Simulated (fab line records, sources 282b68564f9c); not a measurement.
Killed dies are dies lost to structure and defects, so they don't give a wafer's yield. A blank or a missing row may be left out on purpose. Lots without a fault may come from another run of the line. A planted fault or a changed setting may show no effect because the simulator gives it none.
A struck lot beside a sound one | flow rit_cmos | 19 steps out of a route of 202
Sound: wafers L692.2, L692.4, L692.6. Struck: wafers L708.1, L708.4, L708.6. The cause comes at the end.
At each step with rows: each side's tool, then ch and its chambers, then its first start. Under that, the readings that differ: sound wafers | struck wafers | difference of the means | sigmas: that difference in standard deviations of wafers without a fault.
alike: readings whose means differ by less than 2 such deviations, and words and numbers that are the same on both sides. not compared: withheld readings, readings that some wafer has no value for, bounds like >300 that may hide the same value, and numbers for which the record gives no deviation and whose values overlap.
The two part at a step that has a row with sigmas, a row that says differs or no value, or rows on one side only. Numbers that don't overlap but have no deviation are shown without sigmas and don't part them. A reading that every wafer of one side lacks parts them only if that side has two wafers or more.

first, 1 step without rows for these wafers: RIT_GATE_CLEAN_04 (cleans in dHF, time 60 s).
RIT_FOX2_THK_MEAS_91:
  sound on film_metro-04, day 2 13:13; struck on film_metro-02, day 6 06:38
  alike: FIELD_OXIDE_LEFT_2_THK
then, 2 steps without rows for these wafers: RIT_GATE_OXIDATION_05 (target thk 3 nm, ox time 270 s); RIT_GATE_ANNEAL_06 (time 600 s).
RIT_GATE_THK_MEAS_07:
  sound on film_metro-01, day 2 15:37; struck on film_metro-02, day 6 16:59
  alike: GATE_OXIDE_THK
then, 1 step without rows for these wafers: RIT_GATE_CVD_08 (deposits poly-Si from SiH4, target thk 250 nm, time 2220 s).
RIT_GATE_THK_MEAS_09:
  sound on film_metro-02, day 2 17:17; struck on film_metro-02, day 6 19:28
  alike: GATE_POLY_THK
then, 5 steps without rows for these wafers: RIT_GATE_HMDS_10 (prime time 60 s); RIT_GATE_COAT_11 (resist thk 850 nm); RIT_GATE_SOFTBAKE_12 (time 60 s); RIT_GATE_EXPOSE_13 (exposes mask M6, target cd 150 nm); RIT_GATE_PEB_14.
RIT_GATE_DEVELOP_15: develop time 50 s.
  sound on litho_track-02 ch 0, day 2 18:00; struck on litho_track-01 ch 0, day 6 20:00
  reading              | sound             | struck            | difference | sigmas
  developer_temp_C (C) | 22.91 22.85 22.94 | 23.91 23.63 23.66 | +0.83      | +9
RIT_GATE_CD_MEAS_16: target cd 150 nm.
  sound on cd_sem-01, day 2 18:20; struck on cd_sem-02, day 6 20:30
  alike: cd_nm
RIT_GATE_OVL_MEAS_17:
  sound on overlay-01, day 2 18:26; struck on overlay-02, day 6 20:37
  alike: GATE_OVL
then, 1 step without rows for these wafers: RIT_GATE_HARDBAKE_18 (time 60 s).
RIT_GATE_ETCH_19: etches poly-Si in SF6/CHF3/O2, stops on SiO2, time 165 s, target depth 312.5 nm.
  sound on rie_si-02 ch 1,2,3, day 2 18:37; struck on rie_si-01 ch 0,1,2, day 6 20:49
  reading               | sound             | struck        | difference | sigmas
  model.GATE.cd_nm (nm) | 148.2 150.3 147.7 | 153.8 153 154 | +4.9       |
  alike: drypump_motor_current_A, oes_product_au, throttle_valve_pct
  not compared: rf_hours_counter_h
RIT_GATE_STRIP_20: strips in O2, time 180 s.
  sound on plasma_asher-01 ch 0,1, day 2 18:44; struck on plasma_asher-01 ch 0,1, day 6 20:55
  alike: drypump_motor_current_A, rf_refl_power_W
  not compared: rf_hours_counter_h
RIT_M1_PROBE_99:
  sound on prober-02, day 3 15:24; struck on prober-01, day 7 22:48
  reading                              | sound             | struck            | difference | sigmas
  model.etest.ppoly_line.width_nm (nm) | 100.7 103.5 101.8 | 107.9 105.7 106.5 | +4.7       |
  alike: killed_at_contacts, killed_at_front_end, killed_dies, killed_open, killed_short

WHERE THEY PART
Only at RIT_GATE_DEVELOP_15, within this record. Later steps at which nothing parts them and some readings are alike: RIT_GATE_CD_MEAS_16, RIT_GATE_OVL_MEAS_17, RIT_GATE_ETCH_19, RIT_GATE_STRIP_20, RIT_M1_PROBE_99.

WHY: what the simulator had put in
Process parameter drift: litho_track-01, from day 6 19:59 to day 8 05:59, at RIT_GATE_DEVELOP_15. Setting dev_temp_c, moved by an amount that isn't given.
